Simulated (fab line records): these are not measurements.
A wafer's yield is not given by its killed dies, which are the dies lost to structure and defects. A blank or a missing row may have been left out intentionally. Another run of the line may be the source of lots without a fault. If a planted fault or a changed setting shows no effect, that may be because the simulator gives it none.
Which tool did it? / flow berkeley-cmos170 / route of 331 steps, sampled at 1 step: 6 lots, 18 wafers

== WHAT EACH GAUGE READ, for each wafer ==
UCB170_V1_THK_MEAS_04.
lot=L824; measured=day 7 20:43; on=film-metro-01; V1_POLISHED_THK (nm)=999.1 998.6 1000.2
lot=L827; measured=day 8 00:56; on=film-metro-01; V1_POLISHED_THK (nm)=1000.2 1001.1 1000.6
lot=L830; measured=day 9 01:18; on=film-metro-03; V1_POLISHED_THK (nm)=999.3 1002.2 1000.8
lot=L832; measured=day 9 21:35; on=film-metro-04; V1_POLISHED_THK (nm)=1002.0 1000.0 1001.1
lot=L843; measured=day 11 07:32; on=film-metro-01; V1_POLISHED_THK (nm)=1001.8 1000.9 1001.8
lot=L841; measured=day 11 08:01; on=film-metro-01; V1_POLISHED_THK (nm)=999.6 999.7 1000.9

== EACH LOT AND THE TOOL THAT RAN IT (in order: tool; ch and the chambers of the sampled wafers; start) ==
The record shows no process step preceding these readings.

== THE ANSWER, worked out from the rows above alone ==
Rule: what is usual is taken from the lots themselves. Put in order of their means at a reading, lots are off if they are a third of the lots or fewer, leave a main group of 4 or more, and stand apart from it by a gap of 3 or more times the standard deviation of the main group's means; of several such gaps the widest counts. A main group whose means are all the same, to the digits that the tables above print for the reading, isn't used. A lot without any number at a reading at which 4 lots or more have one is off too. Any other lot the step has rows for is counted as sound.
None of the lots is off at any reading shown; this tells nothing.

== WHAT THE SIMULATOR HAD PUT IN ==
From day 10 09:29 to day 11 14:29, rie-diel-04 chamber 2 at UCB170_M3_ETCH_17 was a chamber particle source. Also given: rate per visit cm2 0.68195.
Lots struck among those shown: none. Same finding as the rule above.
